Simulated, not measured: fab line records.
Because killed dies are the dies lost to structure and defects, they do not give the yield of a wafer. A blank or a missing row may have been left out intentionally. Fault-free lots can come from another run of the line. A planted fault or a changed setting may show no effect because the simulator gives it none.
Struck lot and sound lot, side by side + flow rit cmos + 34 steps out of a route of 202
Sound: the wafers L450.2, L450.5, L450.6. Wafers L436.1, L436.3, L436.6 were the ones struck. At the end, the cause is stated.
At each step with rows: each side's tool, then ch and its chambers, then its first start. Under that, the readings that differ: sound wafers + struck wafers + difference of the means + sigmas: that difference in standard deviations of wafers without a fault.
alike: same words and numbers on both sides, and readings whose means sit less than 2 such deviations apart. not compared: any withheld reading, any reading some wafer has no value for, any bound like >300 that may hide the same value, and any number with overlapping values for which the record gives no deviation.
The two part at a step that has a row with sigmas, a row that says differs or no value, or rows on one side only. When numbers do not overlap yet have no deviation, they are printed without sigmas and do not part them. A reading missing from all wafers of one side parts the sides only when that side holds two or more wafers.

first, 2 steps without rows for these wafers: RIT_SPACER_CLEAN_02 (cleans in SC2, time 600 s); RIT_SPACER_CVD_03 (deposits Si3N4 from SiH2Cl2/NH3, target thk 250 nm, time 3300 s).
RIT_SPACER_THK_MEAS_04:
  sound on film metro-03, day 7 12:05; struck on film metro-01, day 4 06:50
  alike: SPACER_NITRIDE_THK
RIT_SPACER_ETCHBACK_05: etches Si3N4 in SF6/CHF3, stops on SiO2, target depth 250 nm, time 240 s.
  sound on rie diel-03 ch 1,2, day 7 12:08; struck on rie diel-02 ch 2,3, day 4 06:53
  alike: drypump motor current A, oes product au, throttle valve pct
  not compared: rf hours counter h
then, 6 steps without rows for these wafers: RIT_NSD_HMDS_00 (prime time 60 s); RIT_NSD_COAT_01 (resist thk 1000 nm); RIT_NSD_SOFTBAKE_02 (time 60 s); RIT_NSD_EXPOSE_03 (exposes mask M9, target cd 40700 nm); RIT_NSD_PEB_04; RIT_NSD_DEVELOP_05 (develop time 50 s).
RIT_NSD_OVL_MEAS_06:
  sound on overlay-01, day 7 13:08; struck on overlay-02, day 4 08:08
  alike: NSD_OVL
then, 1 step without rows for these wafers: RIT_NSD_HARDBAKE_07 (time 60 s).
RIT_NSD_IMPLANT_08:
  sound on implanter-03 ch 0, day 7 13:21; struck on implanter-03 ch 0, day 4 08:19
| reading                   | sound                | struck               | difference | sigmas      |
|---------------------------|----------------------|----------------------|------------|-------------|
| beam energy keV           | 25.005 24.991 24.999 | 22.497 22.506 22.501 | -2.497     | -99 or more |
| model.implant.rp nm (nm)  | 31.21 31.21 31.21    | 29.97 29.97 29.97    | -1.24      |             |
| model.implant.drp nm (nm) | 14.84 14.84 14.84    | 13.92 13.92 13.92    | -0.92      |             |
  alike: beam on s, dose ions cm2
RIT_NSD_STRIP_09: strips in O2, time 180 s.
  sound on plasma asher-01 ch 0,1, day 7 13:28; struck on plasma asher-02 ch 0,1, day 4 08:28
  alike: drypump motor current A
  not compared: rf hours counter h
RIT_NSD_TW_MEAS_10:
  sound on film metro-01, day 7 13:40; struck on film metro-03, day 4 08:38
  alike: NSD_TW
then, 6 steps without rows for these wafers: RIT_PSD_HMDS_00 (prime time 60 s); RIT_PSD_COAT_01 (resist thk 1000 nm); RIT_PSD_SOFTBAKE_02 (time 60 s); RIT_PSD_EXPOSE_03 (exposes mask M10, target cd 40900 nm); RIT_PSD_PEB_04; RIT_PSD_DEVELOP_05 (develop time 50 s).
RIT_PSD_OVL_MEAS_06:
  sound on overlay-01, day 7 14:34; struck on overlay-02, day 4 09:43
  alike: PSD_OVL
then, 2 steps without rows for these wafers: RIT_PSD_HARDBAKE_07 (time 60 s); RIT_PSD_IMPLANT_08.
RIT_PSD_STRIP_09: strips in O2, time 180 s.
  sound on plasma asher-03 ch 0,1, day 7 14:54; struck on plasma asher-01 ch 0,1, day 4 10:04
  alike: drypump motor current A
  not compared: rf hours counter h
RIT_PSD_TW_MEAS_10:
  sound on film metro-04, day 7 15:05; struck on film metro-04, day 4 10:14
  alike: PSD_TW
then, 3 steps without rows for these wafers: RIT_SDANNEAL_CLEAN_00 (cleans in SC1, time 600 s); RIT_SDANNEAL_CLEAN_01 (cleans in dHF, time 30 s); RIT_SDANNEAL_CLEAN_02 (cleans in SC2, time 600 s).
RIT_SDANNEAL_RTA_03: time 5 s.
  sound on rtp anneal-02 ch 0, day 7 15:34; struck on rtp anneal-02 ch 0, day 4 10:41
  alike: ramp down c per s, wafer_temp_C_max
RIT_SDANNEAL_RS_MEAS_04: a four-point-probe measurement.
  sound on film metro-04, day 7 15:38; struck on film metro-04, day 4 10:45
  alike: PSD_RS
RIT_SDANNEAL_RS_MEAS_05: a four-point-probe measurement.
  sound on film metro-04, day 7 15:45; struck on film metro-04, day 4 10:52
| reading         | sound             | struck            | difference | sigmas |
|-----------------|-------------------|-------------------|------------|--------|
| NSD_RS (ohm/sq) | 84.46 84.62 84.49 | 85.37 85.55 85.53 | +0.96      | +4     |
RIT_SDANNEAL_RS_MEAS_06: a four-point-probe measurement.
  sound on film metro-04, day 7 15:52; struck on film metro-04, day 4 10:59
  alike: PLDD_RS
RIT_M1_PROBE_99:
  sound on prober-02, day 7 23:07; struck on prober-01, day 4 18:38
| reading            | sound | struck | difference | sigmas |
|--------------------|-------|--------|------------|--------|
| killed_at_M0_to_M3 | 0 0 0 | 0 0 1  | +0         | +3     |
  alike: killed at contacts, killed at front end, killed dies, killed open, killed short

WHERE THEY PART
At RIT_NSD_IMPLANT_08 first; at RIT_M1_PROBE_99 last (within this record only).

WHY: what had been put in by the simulator
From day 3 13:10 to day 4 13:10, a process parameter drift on implanter-03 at RIT_NSD_IMPLANT_08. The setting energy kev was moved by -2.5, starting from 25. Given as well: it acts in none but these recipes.
